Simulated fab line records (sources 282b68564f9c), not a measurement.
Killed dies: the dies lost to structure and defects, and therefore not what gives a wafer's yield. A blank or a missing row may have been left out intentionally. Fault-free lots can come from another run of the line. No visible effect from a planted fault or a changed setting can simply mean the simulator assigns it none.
A lot that was struck, set against a sound lot + flow ritCmos + 17 steps out of a route of 202
Sound: wafers L261.1, L261.2, L261.3. Wafers struck: L279.1, L279.3, L279.5. The cause comes at the end.
Per side, at each step with rows, come the tool, then ch with its chambers, and then its first start. Under that, the readings that differ: sound wafers + struck wafers + difference of the means + sigmas: that difference in standard deviations of wafers without a fault.
alike: a reading whose means differ by less than 2 such deviations, as well as words and numbers matching on both sides. not compared: withheld readings; readings where some wafer has no value; bounds like >300 that might hide an equal value; numbers whose values overlap and for which the record gives no deviation.
A row with sigmas, a row that says differs or no value, or rows on one side alone: a step with any of these is where the two part. When numbers do not overlap yet have no deviation, they are printed without sigmas and do not part them. A reading missing from all wafers of one side parts the sides only when that side holds two or more wafers.

RIT_PWELL_TW_MEAS_10:
  sound on filmMetro-04, day 2 15:38; struck on filmMetro-03, day 6 10:16
| reading  | sound       | struck      | difference | sigmas |
|----------|-------------|-------------|------------|--------|
| PWELL_TW | 938 941 942 | 960 962 958 | +20        | +2     |
then, 1 step without rows for these wafers: RIT_WELLDRIVE_ANNEAL_00 (time 14700 s).
RIT_WELLDRIVE_RS_MEAS_01: uses a four-point probe to measure.
  sound on filmMetro-03, day 2 21:41; struck on filmMetro-04, day 6 16:16
  alike: NWELL_RS
RIT_WELLDRIVE_RS_MEAS_02: uses a four-point probe to measure.
  sound on filmMetro-03, day 2 21:48; struck on filmMetro-04, day 6 16:23
  alike: PWELL_RS
then, 6 steps without rows for these wafers: RIT_NRETRO_HMDS_00 (prime time 60 s); RIT_NRETRO_COAT_01 (resist thk 1300 nm); RIT_NRETRO_SOFTBAKE_02 (time 60 s); RIT_NRETRO_EXPOSE_03 (exposes mask M4, target cd 43900 nm); RIT_NRETRO_PEB_04; RIT_NRETRO_DEVELOP_05 (develop time 68 s).
RIT_NRETRO_OVL_MEAS_06:
  sound on overlay-01, day 2 22:48; struck on overlay-02, day 6 17:50
  alike: NRETRO_OVL
then, 1 step without rows for these wafers: RIT_NRETRO_HARDBAKE_07 (time 120 s).
RIT_NRETRO_IMPLANT_08:
  sound on implanter-01 ch 0, day 2 23:05; struck on implanter-01 ch 0, day 6 18:26
| reading                  | sound                | struck               | difference | sigmas      |
|--------------------------|----------------------|----------------------|------------|-------------|
| beamEnergyKeV            | 70.030 70.033 70.000 | 63.458 63.492 63.483 | -6.543     | -99 or more |
| model.implant.rpNm (nm)  | 84.01 84.01 84.01    | 76.33 76.33 76.33    | -7.68      |             |
| model.implant.drpNm (nm) | 33.94 33.94 33.94    | 31.21 31.21 31.21    | -2.73      |             |
RIT_NRETRO_STRIP_09: strips in O2, time 180 s.
  sound on plasmaAsher-02 ch 0,1, day 2 23:14; struck on plasmaAsher-04 ch 0,1, day 6 18:35
| reading                  | sound       | struck      | difference | sigmas |
|--------------------------|-------------|-------------|------------|--------|
| drypumpMotorCurrentA (A) | 6.3 6.6 6.3 | 5.2 5.3 5.3 | -1.1       | -2     |
  not compared: rfHoursCounterH
RIT_NRETRO_TW_MEAS_10:
  sound on filmMetro-04, day 2 23:25; struck on filmMetro-02, day 6 18:46
| reading   | sound          | struck         | difference | sigmas |
|-----------|----------------|----------------|------------|--------|
| NRETRO_TW | 1041 1044 1045 | 1024 1027 1027 | -17        | -3     |
then, 1 step without rows for these wafers: RIT_PRETRO_HMDS_00 (prime time 60 s).
RIT_M1_PROBE_99:
  sound on prober-01, day 4 02:44; struck on prober-01, day 8 06:10
  alike: killedAtFrontEnd, killedDies, killedOpen, killedShort
  not compared: model.etest.capPGate.cMinFfUm2

WHERE THEY PART
At RIT_PWELL_TW_MEAS_10 first; at RIT_NRETRO_TW_MEAS_10 last (within this record only). Later steps at which nothing parts them and some readings are alike: RIT_M1_PROBE_99.

WHY: whatever the simulator had introduced
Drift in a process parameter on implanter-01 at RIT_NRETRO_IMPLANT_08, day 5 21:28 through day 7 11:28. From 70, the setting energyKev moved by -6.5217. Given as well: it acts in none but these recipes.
